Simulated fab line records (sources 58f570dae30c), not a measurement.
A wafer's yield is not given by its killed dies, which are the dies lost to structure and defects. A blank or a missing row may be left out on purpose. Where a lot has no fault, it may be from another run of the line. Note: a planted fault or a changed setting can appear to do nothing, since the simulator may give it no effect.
fab line records	flow berkeley-cmos170
record lots=7	wafers=21	last-day=12
route steps=331 shown SPACER@172 PSD@175 NSD@187
lots with no fault: from the same line, run without faults
start-h: the number of hours between the record's first day and the start of the first shown wafer of the lot	wait-h: time in hours since the lot's previous step	" the same as in the row above	L1.1+2: several wafers, shown together as one row	- no value present, or no start provided	* or withheld: withheld	< > ~ a bound
route shown NAME@n: NAME is a module with steps in the file, n the number in the route of the first one	usual: average and standard deviation across the fault-free wafers	same: alike in all rows	chamber/n: place in a boat	sites: readings site by site	_std_site: standard deviation across them	_edge_site: outer sites' mean less inner sites'	radius-mm: for every site, how far away it sits from the centre of the wafer	mask NAME#n: copy n	behind: tool/chamber where the wafer was last shaped	hold: what put the lot on hold/how long, in hours/how the hold closed	device: whichever transistor did not switch (one of n, p or np)	end of line: the same wafers' tests at the end of the route	for a step that has no rows: nothing shown but its recipe	killed: not the wafer's yield, but the dies lost to structure and defects at the first sort	map: dies across one wafer; x = killed, . = not, _ = none there
set.NAME: the run value of the setting; set.NAME@STEP: its run value at that earlier step	model.NAME: the simulator's own value behind a step, which no gauge read
a table for each step, a row for each wafer; lots at some steps of the route
services: from which hour (start-h, from the record's first day; less than 0 if before it) a tool's chamber was out of use, for how many hours, and why
## steps
# step UCB170_SPACER_THK_MEAS_01
# recipe reads=SiO2_of_SPACER_CVD_00
# usual SPACER_TEOS_THK=375/5.3
lot.wafer	tool	chamber	start-h	wait-h	SPACER_TEOS_THK[nm]
L465.2	film-metro-02	-	161.93	0.0	369
L465.5	"	-	"	"	379
L465.6	"	-	"	"	387
L462.1	film-metro-04	-	161.95	0.0	373
L462.3	"	-	"	"	367
L462.4	"	-	"	"	373
L472.3	film-metro-02	-	196.66	0.0	376
L472.5	"	-	"	"	375
L472.6	"	-	"	"	383
L471.1	film-metro-01	-	197.11	0.0	372
L471.3	"	-	"	"	369
L471.6	"	-	"	"	377
L470.2	film-metro-04	-	197.31	0.0	373
L470.4	"	-	"	"	380
L470.5	"	-	"	"	371
L480.2	film-metro-04	-	250.76	0.0	371
L480.4	"	-	"	"	376
L480.6	"	-	"	"	378
L479.1	film-metro-01	-	251.11	0.0	369
L479.2	"	-	"	"	376
L479.6	"	-	"	"	377
# step UCB170_SPACER_ANNEAL_02
# recipe temp-c=900	time-s=1800	ambient=N2
# step UCB170_SPACER_ETCHBACK_03
# recipe stop-on=Si	target=SiO2	chemistry=CHF3/CF4/Ar	CHF3_flow_sccm=50	cf4-flow-sccm=10	Ar_flow_sccm=120	pressure-mtorr=200	rf-w=500	target-depth-a=3760	time-s=100
# usual drypump-motor-current-A=5.9/0.41	oes-product-au=0.896/0.015	throttle-valve-pct=6.47/0.066
lot.wafer	tool	chamber	start-h	wait-h	drypump-motor-current-A	oes-product-au	rf-hours-counter-h	throttle-valve-pct
L462.1	rie-diel-02	0	168.05	0.1	6.3	0.897	35	6.51
L462.3	"	3	"	"	5.9	0.859	16	6.46
L462.4	"	1	"	"	6.4	0.893	-	6.43
L465.2	rie-diel-04	0	168.05	0.1	5.7	0.863	4	6.51
L465.5	"	1	"	"	6.1	0.911	-	6.41
L465.6	"	2	"	"	5.3	0.922	-	6.57
L470.2	rie-diel-03	2	202.88	0.0	5.6	0.898	6	6.41
L470.4	"	1	"	"	5.9	0.913	139	6.58
L470.5	"	2	"	"	5.6	0.893	-	6.40
L471.1	rie-diel-04	0	202.88	0.0	5.8	0.862	5	6.49
L471.3	"	2	"	"	5.2	0.890	7	6.59
L471.6	"	3	"	"	5.0	0.903	-	6.54
L472.3	rie-diel-02	3	202.88	0.0	5.9	0.888	18	6.45
L472.5	"	0	"	"	6.3	0.897	-	6.50
L472.6	"	3	"	"	5.9	0.895	-	6.45
L479.1	rie-diel-04	3	256.59	0.0	5.0	0.884	72	6.53
L479.2	"	2	"	"	5.3	0.906	9	6.57
L479.6	"	1	"	"	6.0	0.910	-	6.40
L480.2	rie-diel-03	3	256.59	0.0	6.0	0.901	126	6.35
L480.4	"	2	"	"	5.7	0.899	-	6.40
L480.6	"	0	"	"	6.1	0.915	-	6.46
# step UCB170_PSD_HMDS_00
# recipe prime-time-s=60	prime-temp-c=100
# step UCB170_PSD_COAT_01
# recipe resist=KrF	spin-rpm=1500	resist-thk-nm=900
# step UCB170_PSD_SOFTBAKE_02
# recipe resist=KrF	temp-c=130	time-s=60
# step UCB170_PSD_EXPOSE_03
# recipe mask-id=PSELECT_MOD	na=0.5	sigma-outer=0.6	source-shape=conventional	target-cd-nm=1200	dose-mj=30
# step UCB170_PSD_PEB_04
# recipe peb-temp-c=130	peb-time-s=withheld	resist=KrF
# step UCB170_PSD_DEVELOP_05
# recipe developer=TMAH	develop-time-s=45	resist=KrF	dev-temp-c=21
# step UCB170_PSD_CD_MEAS_06
# recipe target-cd-nm=1200
# usual cd-nm=1200.2/1.4
lot.wafer	tool	chamber	start-h	wait-h	cd-nm
L465.2	cd-sem-01	-	170.37	-	1198.5
L465.5	"	-	"	"	1200.3
L465.6	"	-	"	"	1199.4
L462.1	cd-sem-01	-	170.58	-	1197.1
L462.3	"	-	"	"	1198.4
L462.4	"	-	"	"	1198.3
L472.3	cd-sem-02	-	203.99	-	1201.3
L472.5	"	-	"	"	1200.2
L472.6	"	-	"	"	1201.7
L470.2	cd-sem-01	-	204.39	-	1199.2
L470.4	"	-	"	"	1199.8
L470.5	"	-	"	"	1200.3
L471.1	cd-sem-02	-	204.49	-	1201.1
L471.3	"	-	"	"	1200.2
L471.6	"	-	"	"	1200.4
L480.2	cd-sem-01	-	258.00	-	1199.3
L480.4	"	-	"	"	1199.8
L480.6	"	-	"	"	1198.4
L479.1	cd-sem-02	-	258.25	-	1200.9
L479.2	"	-	"	"	1202.4
L479.6	"	-	"	"	1201.2
# step UCB170_PSD_OVL_MEAS_07
# usual PSD_OVL=-2/5.9
lot.wafer	tool	chamber	start-h	wait-h	PSD_OVL[nm]
L465.2	overlay-02	-	170.48	0.1	-3
L465.5	"	-	"	"	-6
L465.6	"	-	"	"	3
L462.1	overlay-02	-	170.70	0.1	-6
L462.3	"	-	"	"	-12
L462.4	"	-	"	"	-4
L472.3	overlay-01	-	204.09	0.1	2
L472.5	"	-	"	"	3
L472.6	"	-	"	"	-8
L470.2	overlay-02	-	204.50	0.1	-9
L470.4	"	-	"	"	-4
L470.5	"	-	"	"	-10
L471.1	overlay-01	-	204.61	0.1	0
L471.3	"	-	"	"	2
L471.6	"	-	"	"	1
L480.2	overlay-01	-	258.10	0.1	0
L480.4	"	-	"	"	-3
L480.6	"	-	"	"	-2
L479.1	overlay-02	-	258.37	0.1	-9
L479.2	"	-	"	"	-6
L479.6	"	-	"	"	-9
# step UCB170_PSD_IMPLANT_08
# recipe species=B	dose-cm2=3e+15	energy-kev=20.34	tilt-deg=7
# step UCB170_PSD_STRIP_09
# recipe chemistry=O2	power-w=400	pressure-mtorr=3500	platen-temp-c=withheld	o2-flow-sccm=400	overash-fraction=0.5
# usual chamber-pressure-mTorr=3500/3.2	drypump-motor-current-A=5.7/0.45	oes-product-au=0.598/0.0046	strip-time-to-endpoint-s=29.56/0.078
lot.wafer	tool	chamber	start-h	wait-h	chamber-pressure-mTorr	drypump-motor-current-A	oes-product-au	rf-hours-counter-h	strip-time-to-endpoint-s	model.KrF_of_PSD_COAT_01.thk-nm
L465.2	plasma-asher-01	1	170.66	0.1	3501	5.8	0.607	6	29.56	0
L465.5	"	0	"	"	3497	5.8	0.603	-	29.56	0
L465.6	"	1	"	"	3500	5.8	0.604	-	29.51	0
L462.1	plasma-asher-01	1	170.89	0.1	3503	5.8	0.600	6	29.57	0
L462.3	"	0	"	"	3497	5.8	0.602	-	29.51	0
L462.4	"	1	"	"	3506	5.8	0.601	-	29.57	0
L472.3	plasma-asher-04	0	204.29	0.1	-	-	-	-	-	891.6
L472.5	"	0	"	"	-	-	-	-	-	891.3
L472.6	"	1	"	"	-	-	-	-	-	890.8
L470.2	plasma-asher-01	1	204.68	0.1	-	-	-	-	-	883.6
L470.4	"	0	"	"	-	-	-	-	-	886.5
L470.5	"	0	"	"	-	-	-	-	-	883.2
L471.1	plasma-asher-02	1	204.79	0.1	-	-	-	-	-	890.2
L471.3	"	1	"	"	-	-	-	-	-	892.6
L471.6	"	1	"	"	-	-	-	-	-	889
L480.2	plasma-asher-02	1	258.28	0.1	3502	6.6	0.601	45	29.52	0
L480.4	"	1	"	"	3499	6.6	0.601	-	29.59	0
L480.6	"	1	"	"	3500	6.6	0.596	-	29.56	0
L479.1	plasma-asher-04	1	258.56	0.1	3504	5.6	0.591	56	29.52	0
L479.2	"	0	"	"	3502	5.6	0.593	56	29.57	0
L479.6	"	1	"	"	3499	5.6	0.594	-	29.52	0
# step UCB170_PSD_TW_MEAS_10
# usual PSD_TW=2358/16
lot.wafer	tool	chamber	start-h	wait-h	PSD_TW
L465.2	film-metro-04	-	170.77	0.1	2360
L465.5	"	-	"	"	2349
L465.6	"	-	"	"	2354
L462.1	film-metro-03	-	170.99	0.1	2360
L462.3	"	-	"	"	2367
L462.4	"	-	"	"	2371
L472.3	film-metro-04	-	204.38	0.1	2346
L472.5	"	-	"	"	2363
L472.6	"	-	"	"	2351
L470.2	film-metro-01	-	204.79	0.1	2364
L470.4	"	-	"	"	2365
L470.5	"	-	"	"	2355
L471.1	film-metro-04	-	204.89	0.1	2331
L471.3	"	-	"	"	2334
L471.6	"	-	"	"	2342
L480.2	film-metro-03	-	258.39	0.1	2372
L480.4	"	-	"	"	2367
L480.6	"	-	"	"	2362
L479.1	film-metro-01	-	258.66	0.1	2352
L479.2	"	-	"	"	2356
L479.6	"	-	"	"	2360
# step UCB170_PSD_CLEAN_11
# recipe chemistry=SPM	temp-c=120	time-s=600
# step UCB170_NSD_HMDS_00
# recipe prime-time-s=60	prime-temp-c=100
# step UCB170_NSD_COAT_01
# recipe resist=KrF	spin-rpm=1500	resist-thk-nm=900
# step UCB170_NSD_SOFTBAKE_02
# recipe resist=KrF	temp-c=130	time-s=60
# step UCB170_NSD_EXPOSE_03
# recipe mask-id=NSELECT_MOD	na=0.5	sigma-outer=0.6	source-shape=conventional	target-cd-nm=1200	dose-mj=30
# step UCB170_NSD_PEB_04
# recipe peb-temp-c=130	peb-time-s=withheld	resist=KrF
# step UCB170_NSD_DEVELOP_05
# recipe developer=TMAH	develop-time-s=45	resist=KrF	dev-temp-c=21
# step UCB170_NSD_CD_MEAS_06
# recipe target-cd-nm=1200
# usual cd-nm=1199.8/1.5
lot.wafer	tool	chamber	start-h	wait-h	cd-nm
L465.2	cd-sem-02	-	174.74	-	1199.4
L465.5	"	-	"	"	1200.6
L465.6	"	-	"	"	1200.5
L462.1	cd-sem-02	-	175.11	-	1198.7
L462.3	"	-	"	"	1199.4
L462.4	"	-	"	"	1199.1
L472.3	cd-sem-01	-	207.10	-	1201.6
L472.5	"	-	"	"	1202.0
L472.6	"	-	"	"	1200.5
L471.1	cd-sem-02	-	207.27	-	1198.8
L471.3	"	-	"	"	1199.6
L471.6	"	-	"	"	1198.7
L470.2	cd-sem-01	-	207.36	-	1199.0
L470.4	"	-	"	"	1199.9
L470.5	"	-	"	"	1199.3
L480.2	cd-sem-01	-	260.03	-	1199.8
L480.4	"	-	"	"	1199.8
L480.6	"	-	"	"	1199.0
L479.1	cd-sem-02	-	260.20	-	1202.6
L479.2	"	-	"	"	1201.5
L479.6	"	-	"	"	1203.8
# step UCB170_NSD_OVL_MEAS_07
# usual NSD_OVL=0/5.4
lot.wafer	tool	chamber	start-h	wait-h	NSD_OVL[nm]
L465.2	overlay-02	-	174.84	0.1	6
L465.5	"	-	"	"	6
L465.6	"	-	"	"	6
L462.1	overlay-02	-	175.23	0.1	3
L462.3	"	-	"	"	0
L462.4	"	-	"	"	-4
L472.3	overlay-02	-	207.20	0.1	2
L472.5	"	-	"	"	-5
L472.6	"	-	"	"	2
L471.1	overlay-01	-	207.39	0.1	-12
L471.3	"	-	"	"	-8
L471.6	"	-	"	"	-9
L470.2	overlay-01	-	207.46	0.1	-3
L470.4	"	-	"	"	0
L470.5	"	-	"	"	-1
L480.2	overlay-01	-	260.14	0.1	-1
L480.4	"	-	"	"	0
L480.6	"	-	"	"	0
L479.1	overlay-02	-	260.32	0.1	12
L479.2	"	-	"	"	10
L479.6	"	-	"	"	7
# step UCB170_NSD_IMPLANT_08
# recipe species=P	dose-cm2=3e+15	energy-kev=40	tilt-deg=7
# step UCB170_NSD_STRIP_09
# recipe chemistry=O2	power-w=400	pressure-mtorr=3500	platen-temp-c=withheld	o2-flow-sccm=400	overash-fraction=0.5
# usual chamber-pressure-mTorr=3500/3	drypump-motor-current-A=5.7/0.51	oes-product-au=0.533/0.0044	strip-time-to-endpoint-s=35.85/0.078
lot.wafer	tool	chamber	start-h	wait-h	chamber-pressure-mTorr	drypump-motor-current-A	oes-product-au	rf-hours-counter-h	strip-time-to-endpoint-s
L465.2	plasma-asher-03	1	175.02	0.1	3502	6.0	0.530	43	35.75
L465.5	"	1	"	"	3504	6.0	0.528	-	35.76
L465.6	"	0	"	"	3499	5.5	0.530	-	35.67
L462.1	plasma-asher-04	1	175.42	0.1	3503	5.6	0.527	47	35.78
L462.3	"	1	"	"	3501	5.6	0.527	-	35.73
L462.4	"	0	"	"	3498	5.6	0.549	-	35.78
L472.3	plasma-asher-04	0	207.40	0.1	3507	5.7	0.622	-	62.18
L472.5	"	1	"	"	3495	5.6	0.620	-	62.12
L472.6	"	0	"	"	3504	5.6	0.626	-	62.14
L471.1	plasma-asher-02	1	207.58	0.1	3495	6.6	0.627	40	62.25
L471.3	"	0	"	"	3499	4.8	0.623	-	62.42
L471.6	"	1	"	"	3502	6.6	0.618	-	62.26
L470.2	plasma-asher-03	1	207.73	0.1	3497	6.0	0.627	47	62.02
L470.4	"	1	"	"	3497	6.0	0.625	-	62.02
L470.5	"	0	"	"	3497	5.5	0.619	-	61.97
L480.2	plasma-asher-04	0	260.37	0.1	3502	5.6	0.538	56	35.94
L480.4	"	1	"	"	3498	5.6	0.528	-	35.95
L480.6	"	1	"	"	3492	5.6	0.531	-	35.92
L479.1	plasma-asher-02	1	260.51	0.1	3500	6.6	0.534	45	35.76
L479.2	"	0	"	"	3500	4.8	0.543	45	35.83
L479.6	"	0	"	"	3496	4.8	0.532	-	35.75
# step UCB170_NSD_TW_MEAS_10
# usual NSD_TW=4226/30
lot.wafer	tool	chamber	start-h	wait-h	NSD_TW
L465.2	film-metro-01	-	175.13	0.1	4244
L465.5	"	-	"	"	4235
L465.6	"	-	"	"	4237
L462.1	film-metro-03	-	175.52	0.1	4211
L462.3	"	-	"	"	4251
L462.4	"	-	"	"	4231
L472.3	film-metro-01	-	207.49	0.1	30
L472.5	"	-	"	"	30
L472.6	"	-	"	"	30
L471.1	film-metro-04	-	207.68	0.1	30
L471.3	"	-	"	"	30
L471.6	"	-	"	"	30
L470.2	film-metro-01	-	207.84	0.1	30
L470.4	"	-	"	"	30
L470.5	"	-	"	"	30
L480.2	film-metro-03	-	260.48	0.1	4258
L480.4	"	-	"	"	4262
L480.6	"	-	"	"	4261
L479.1	film-metro-01	-	260.61	0.1	4234
L479.2	"	-	"	"	4217
L479.6	"	-	"	"	4213
# step UCB170_NSD_CLEAN_11
# recipe chemistry=SPM	temp-c=120	time-s=600
## services
tool	chamber	start-h	hours	kind
rie-diel-02	2	145.28	8.2	repair
rie-diel-02	1	149.57	3.2	repair
rie-diel-02	3	157.21	3.1	repair
rie-diel-02	-	157.62	6.2	repair
rie-diel-02	2	165.62	9.0	repair
rie-diel-02	2	189.03	-	clean
rie-diel-02	2	189.03	22.8	scheduled-down
rie-diel-02	2	189.03	22.8	vent-cycle
rie-diel-03	3	209.12	14.9	repair
rie-diel-03	1	212.44	5.0	repair
rie-diel-03	1	218.18	2.8	repair
rie-diel-04	3	221.93	1.6	repair
rie-diel-04	2	226.37	4.3	repair
rie-diel-03	1	245.35	-	clean
rie-diel-03	1	245.35	19.0	scheduled-down
rie-diel-03	1	245.35	19.0	vent-cycle
## key
first-sign step=UCB170_PSD_STRIP_09	reading=tool-record	direction=missing
effect step=UCB170_NSD_STRIP_09	reading=strip-time-to-endpoint-s	direction=up	sigmas=99+	usual=*	struck=*
effect step=UCB170_NSD_TW_MEAS_10	reading=NSD_TW	direction=down	sigmas=99+	usual=4226	struck=30
model-effect step=UCB170_PSD_STRIP_09	value=KrF_of_PSD_COAT_01.thk-nm	without=0	struck=888.8
met-at UCB170_PSD_STRIP_09
struck-wafers L470.2,L470.4,L470.5,L471.1,L471.3,L471.6,L472.3,L472.5,L472.6
sort-left-out L470.2,L470.4,L470.5,L471.1,L471.3,L471.6,L472.3,L472.5,L472.6
tester-left-out L470,L471,L472
onset-between 170.89 204.29
fault kind=skipped-step-whole	tool=plasma-asher-01,plasma-asher-02,plasma-asher-04	chamber=-	onset-h=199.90	steps=UCB170_PSD_STRIP_09	scope=struck-lots-only
# tester-left-out: of these lots the tester's yield and bins aren't shown, on N5 and GAA mostly nor the transistor test; their killed dies are dies lost to structure and defects alone, not to doping, threshold or leakage, so they don't give the yield
# sort-left-out: the simulated sort isn't trusted on such a fault, so these wafers' sort isn't shown, and their yield isn't known
